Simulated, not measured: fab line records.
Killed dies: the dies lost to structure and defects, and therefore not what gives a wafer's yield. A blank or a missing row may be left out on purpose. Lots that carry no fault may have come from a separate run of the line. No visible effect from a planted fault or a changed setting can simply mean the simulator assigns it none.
Check for tools in common || flow rit-cmos || Sample size 16 lots and 48 wafers

== THE REASON FOR OPENING IT ==
4 of 16 lots carry a flag on the reading PRETRO_OVL at RIT_PRETRO_OVL_MEAS_06. Fault-free wafers read -0.3 nm, with a standard deviation of 1.5.
Rule: a lot is flagged in two cases, either no wafer of it has a number, or all its wafers with numbers fall more than 4 standard deviations from that mean. As for the other lots, they are considered sound.

{"lot": "L453", "measured": "day 2 07:45", "on": "overlay-01", "PRETRO_OVL (nm), wafer by wafer": "1.1 0.2 0.2", "flag": ""}
{"lot": "L454", "measured": "day 2 13:32", "on": "overlay-02", "PRETRO_OVL (nm), wafer by wafer": "-1.7 3.1 -0.2", "flag": ""}
{"lot": "L456", "measured": "day 3 01:43", "on": "overlay-02", "PRETRO_OVL (nm), wafer by wafer": "0.8 -1.4 -1.2", "flag": ""}
{"lot": "L458", "measured": "day 3 08:35", "on": "overlay-02", "PRETRO_OVL (nm), wafer by wafer": "-1.1 -0.1 -0.3", "flag": ""}
{"lot": "L459", "measured": "day 3 13:43", "on": "overlay-01", "PRETRO_OVL (nm), wafer by wafer": "128.1 127.7 129.0", "flag": "FLAGGED"}
{"lot": "L460", "measured": "day 3 18:08", "on": "overlay-02", "PRETRO_OVL (nm), wafer by wafer": "130.7 128.8 128.8", "flag": "FLAGGED"}
{"lot": "L461", "measured": "day 3 22:38", "on": "overlay-01", "PRETRO_OVL (nm), wafer by wafer": "127.1 126.6 127.6", "flag": "FLAGGED"}
{"lot": "L462", "measured": "day 4 04:20", "on": "overlay-01", "PRETRO_OVL (nm), wafer by wafer": "1.4 0.8 2.0", "flag": ""}
{"lot": "L463", "measured": "day 4 08:35", "on": "overlay-01", "PRETRO_OVL (nm), wafer by wafer": "130.2 132.4 130.3", "flag": "FLAGGED"}
{"lot": "L464", "measured": "day 4 14:25", "on": "overlay-01", "PRETRO_OVL (nm), wafer by wafer": "1.6 1.6 2.1", "flag": ""}
{"lot": "L468", "measured": "day 5 09:51", "on": "overlay-02", "PRETRO_OVL (nm), wafer by wafer": "-0.6 0.9 0.1", "flag": ""}
{"lot": "L469", "measured": "day 5 14:41", "on": "overlay-01", "PRETRO_OVL (nm), wafer by wafer": "0.7 1.4 2.2", "flag": ""}
{"lot": "L472", "measured": "day 6 06:35", "on": "overlay-01", "PRETRO_OVL (nm), wafer by wafer": "-1.6 0.0 0.5", "flag": ""}
{"lot": "L473", "measured": "day 6 11:33", "on": "overlay-02", "PRETRO_OVL (nm), wafer by wafer": "-1.1 -0.3 -4.1", "flag": ""}
{"lot": "L474", "measured": "day 6 16:07", "on": "overlay-01", "PRETRO_OVL (nm), wafer by wafer": "1.5 0.7 1.1", "flag": ""}
{"lot": "L476", "measured": "day 7 03:11", "on": "overlay-01", "PRETRO_OVL (nm), wafer by wafer": "1.0 1.7 1.3", "flag": ""}
On average the flagged lots' numbers are 128.9 nm, which is +129.2 nm against the usual, or +86 standard deviations.

== WHICH TOOL EACH LOT WENT THROUGH ==
The record holds 1 process step before the reading, out of a route of 202 steps. Each cell gives the tool, then ch followed by the chambers the sampled wafers passed through, then the start.
{"lot": "L453", "flag": "", "RIT_PRETRO_EXPOSE_03": "iline-stepper-01 ch 0, day 2 07:19"}
{"lot": "L454", "flag": "", "RIT_PRETRO_EXPOSE_03": "iline-stepper-01 ch 0, day 2 13:06"}
{"lot": "L456", "flag": "", "RIT_PRETRO_EXPOSE_03": "iline-stepper-01 ch 0, day 3 01:16"}
{"lot": "L458", "flag": "", "RIT_PRETRO_EXPOSE_03": "iline-stepper-01 ch 0, day 3 08:10"}
{"lot": "L459", "flag": "FLAGGED", "RIT_PRETRO_EXPOSE_03": "iline-stepper-01 ch 0, day 3 13:17"}
{"lot": "L460", "flag": "FLAGGED", "RIT_PRETRO_EXPOSE_03": "iline-stepper-01 ch 0, day 3 17:44"}
{"lot": "L461", "flag": "FLAGGED", "RIT_PRETRO_EXPOSE_03": "iline-stepper-01 ch 0, day 3 22:13"}
{"lot": "L462", "flag": "", "RIT_PRETRO_EXPOSE_03": "iline-stepper-02 ch 0, day 4 03:55"}
{"lot": "L463", "flag": "FLAGGED", "RIT_PRETRO_EXPOSE_03": "iline-stepper-01 ch 0, day 4 08:10"}
{"lot": "L464", "flag": "", "RIT_PRETRO_EXPOSE_03": "iline-stepper-02 ch 0, day 4 13:59"}
{"lot": "L468", "flag": "", "RIT_PRETRO_EXPOSE_03": "iline-stepper-02 ch 0, day 5 09:25"}
{"lot": "L469", "flag": "", "RIT_PRETRO_EXPOSE_03": "iline-stepper-02 ch 0, day 5 14:15"}
{"lot": "L472", "flag": "", "RIT_PRETRO_EXPOSE_03": "iline-stepper-02 ch 0, day 6 06:08"}
{"lot": "L473", "flag": "", "RIT_PRETRO_EXPOSE_03": "iline-stepper-02 ch 0, day 6 11:08"}
{"lot": "L474", "flag": "", "RIT_PRETRO_EXPOSE_03": "iline-stepper-02 ch 0, day 6 15:41"}
{"lot": "L476", "flag": "", "RIT_PRETRO_EXPOSE_03": "iline-stepper-02 ch 0, day 7 02:46"}
What is done by these steps:
- RIT_PRETRO_EXPOSE_03: exposes mask M5, target cd 43700 nm.
- RIT_PRETRO_OVL_MEAS_06

== FLAGGED OVER TOTAL, TOOL BY TOOL (the gauges that took the reading come last) ==
{"step": "RIT_PRETRO_EXPOSE_03", "tool": "iline-stepper-01", "lots run": 8, "flagged": 4, "share of the flagged lots": "all", "sound lots run after its first flagged lot": 0}
{"step": "RIT_PRETRO_EXPOSE_03", "tool": "iline-stepper-02", "lots run": 8, "flagged": 0, "share of the flagged lots": "none", "sound lots run after its first flagged lot": "-"}
{"step": "RIT_PRETRO_OVL_MEAS_06", "tool": "overlay-01", "lots run": 10, "flagged": 3, "share of the flagged lots": "some", "sound lots run after its first flagged lot": "6 (L462,L464,L469,L472,L474,L476)"}
{"step": "RIT_PRETRO_OVL_MEAS_06", "tool": "overlay-02", "lots run": 6, "flagged": 1, "share of the flagged lots": "some", "sound lots run after its first flagged lot": "2 (L468,L473)"}

== WHAT THE TABLE PERMITS ==
All flagged lots share 1 row of the table, namely iline-stepper-01 at RIT_PRETRO_EXPOSE_03.
- iline-stepper-01 at RIT_PRETRO_EXPOSE_03 ran 8 lots, 4 of them flagged. A fault beginning between L458 (day 3 08:10), its last sound lot, and L459 (day 3 13:17), its first flagged one, fits the data.
One tool is left: iline-stepper-01 at RIT_PRETRO_EXPOSE_03.

== WHAT THE SIMULATOR HAD PUT IN ==
Scanner matching overlay: iline-stepper-01, from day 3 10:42 on, at RIT_PRETRO_EXPOSE_03. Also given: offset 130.
Lots struck among those shown: L459, L460, L461, L463. Same finding as the rule above.
